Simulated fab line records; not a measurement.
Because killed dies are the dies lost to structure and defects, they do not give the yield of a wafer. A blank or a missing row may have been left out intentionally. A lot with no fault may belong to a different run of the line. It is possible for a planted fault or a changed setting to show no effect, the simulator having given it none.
8D (eight disciplines) problem report, filled in by code | flow ritCmos | the parts of the form that need people (team, actions taken, sign-off) are left out

== 1. PROBLEM STATEMENT ==
Mean of runLengthS at RIT_REOX_CLEAN_02: 521 s over 3 wafers from 1 lot, against 629 s (standard deviation 4.1) on wafers with no fault. That puts it -26 standard deviations away from the usual mean.
The step: cleans in SC2, time 600 s.
First observed at day 6 05:13: wafer L447.1, on wetBench-04. Wafers with a number at this step in the record: 39, from 13 lots. Rule for "out" (also "out of limits"): further than 4 standard deviations from the usual mean. Any other wafer with a number is counted as sound.

== 2. WHAT IT IS; WHAT IT IS NOT ==
question                    | is                     | is not
which readings at this step | runLengthS             | -
which lots                  | L447                   | L434, L435, L436, L439, L440, L442, L443, L445, L446, L449, L450, L454
which wafers of those lots  | all that have a number | -
read on which tools         | wetBench-04            | wetBench-01, wetBench-02
when                        | from day 6 05:13       | up to then (27 sound wafers); but 9 sound wafers of L449, L450, L454 came after

== 3. SUSPECTS, AND WHAT RULES EACH OUT ==
Counting: a tool at a process step up to the reading stays a suspect if it ran every lot that is out and no sound lot after the first of them.
- wetBench-04 at RIT_REOX_CLEAN_02 (cleans in SC2, time 600 s): kept. It ran the lot that is out, L447 (day 6 05:13), and no sound lot after that; its last sound lot up to then is L445 (day 5 17:58). Its own runLengthS readings are out on those wafers.
After counting, what remains is wetBench-04 at RIT_REOX_CLEAN_02.

== 4. THE CAUSE (what the simulator had put in) ==
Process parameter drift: wetBench-04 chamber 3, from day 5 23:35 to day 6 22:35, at RIT_REOX_CLEAN_02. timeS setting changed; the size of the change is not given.
This tool alone remained once counting was done.

== 5. SEQUENCE OF EFFECTS, ordered by route ==
Each row: a reading whose mean over the struck wafers that have a number lies more than 3 standard deviations from the usual. Scope: only readings with a usual standard deviation given in the record; hours: median across lots of the time from each lot's start at the first step in this table that gives one to its start at this step; sigmas: change in usual standard deviations.
hours | step              | reading    | usual | on struck wafers | change | sigmas
0     | RIT_REOX_CLEAN_02 | runLengthS | 629 s | 521              | -108   | -26
It contains these process steps:
- RIT_REOX_CLEAN_02: cleans in SC2, time 600 s.

== 6. WHAT WOULD HAVE CAUGHT IT SOONER ==
The fault began at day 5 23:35; the first out-of-limits reading in this record came at day 6 05:13, 6 hours later.
